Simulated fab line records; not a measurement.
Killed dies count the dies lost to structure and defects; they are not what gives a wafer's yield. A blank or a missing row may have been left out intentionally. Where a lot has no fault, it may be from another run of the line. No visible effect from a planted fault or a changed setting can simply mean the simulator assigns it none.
Split-lot trial + flow rit_cmos + 23 wafers read from 5 lots, route of 202 steps

== ABOUT THE SPLIT ==
At RIT_PRETRO_IMPLANT_08, the setting energy_kev was moved away from the recipe's 45 on 5 of the 23 wafers read, by -3.0% to +1.9%. This setting was run at the recipe's value on the other wafers.

The reading comes from the split's own step.

== THE READING ==
implant.drp_nm (the simulator's own value, which no gauge read), in nm, at RIT_PRETRO_IMPLANT_08. There is no usual value for it anywhere in the file.

| wafer  | tool, chamber at the split | energy_kev as run | against the recipe | implant.drp_nm, nm | against lot-mates on the recipe |
|--------|----------------------------|-------------------|--------------------|--------------------|---------------------------------|
| L075.1 | implanter-01, 0            | 45                | recipe             | 55.07              | -                               |
| L075.2 | implanter-01, 0            | 45                | recipe             | 55.07              | -                               |
| L075.3 | implanter-01, 0            | 45                | recipe             | 55.07              | -                               |
| L075.5 | implanter-01, 0            | 45                | recipe             | 55.07              | -                               |
| L075.6 | implanter-01, 0            | 45                | recipe             | 55.07              | -                               |
| L077.1 | implanter-04, 0            | 43.66             | -3.0%              | 54.09              | -0.98                           |
| L077.3 | implanter-04, 0            | 43.66             | -3.0%              | 54.09              | -0.98                           |
| L077.2 | implanter-04, 0            | 45                | recipe             | 55.07              | -                               |
| L077.4 | implanter-04, 0            | 45                | recipe             | 55.07              | -                               |
| L077.6 | implanter-04, 0            | 45                | recipe             | 55.07              | -                               |
| L079.1 | implanter-03, 0            | 45                | recipe             | 55.07              | -                               |
| L079.3 | implanter-03, 0            | 45                | recipe             | 55.07              | -                               |
| L079.4 | implanter-03, 0            | 45                | recipe             | 55.07              | -                               |
| L079.5 | implanter-03, 0            | 45                | recipe             | 55.07              | -                               |
| L079.6 | implanter-03, 0            | 45                | recipe             | 55.07              | -                               |
| L082.1 | implanter-04, 0            | 45.87             | +1.9%              | 55.7               | +0.63                           |
| L082.3 | implanter-04, 0            | 45.87             | +1.9%              | 55.7               | +0.63                           |
| L082.6 | implanter-04, 0            | 45.87             | +1.9%              | 55.7               | +0.63                           |
| L082.2 | implanter-04, 0            | 45                | recipe             | 55.07              | -                               |
| L082.5 | implanter-04, 0            | 45                | recipe             | 55.07              | -                               |
| L083.3 | implanter-01, 0            | 45                | recipe             | 55.07              | -                               |
| L083.5 | implanter-01, 0            | 45                | recipe             | 55.07              | -                               |
| L083.6 | implanter-01, 0            | 45                | recipe             | 55.07              | -                               |

FIT RESULTS
A straight line over all 23 wafers: implant.drp_nm changes by +0.328 nm for each +1% of energy_kev; r = +1.00; the points scatter about the line by 0.0016 nm.
The same after taking each lot's own level away (the mean of its wafers on the recipe; 23 wafers): +0.328 nm for each +1%; r = +1.00; scatter 0.0016 nm.
On that fit, the largest move of energy_kev shifts the reading by 0.98 nm.
The lots' own levels span 55.070 to 55.070 nm.
Hence the lot-to-lot level has little effect on the slope; both slopes agree.
Check: for one of the wafers moved furthest among these (-3.0%), held out of the fit, the line's prediction against its lot-mates is -0.976 nm. Against them it came out at -0.98 nm.

== THESE WAFERS: OTHER SPLITS ==
Note: prior to the reading, these wafers also went through further splits. Each is held against what the fit with the lots' levels taken away leaves over:
| other split on the same wafers  | wafers away from the commonest value | r with implant.drp_nm (lot level and that fit taken away) |
|---------------------------------|--------------------------------------|-----------------------------------------------------------|
| RIT_ACTIVE_OXIDATION_01 temp_c  | 18                                   | +0.30                                                     |
| RIT_ACTIVE_COAT_06 spin_rpm     | 9                                    | -0.20                                                     |
| RIT_FOX1_OXIDATION_00 ox_time_s | 15                                   | +0.24                                                     |
| RIT_NWELL_COAT_01 spin_rpm      | 5                                    | +0.37                                                     |
| RIT_NWELL_IMPLANT_08 energy_kev | 9                                    | -0.39                                                     |
| RIT_PWELL_IMPLANT_08 energy_kev | 4                                    | +0.23                                                     |
| RIT_NRETRO_IMPLANT_08 dose_cm2  | 7                                    | -0.12                                                     |

== FILE'S OWN FIT ==
implant.drp_nm changes by +0.329 nm for each +1% of energy_kev, r = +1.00.
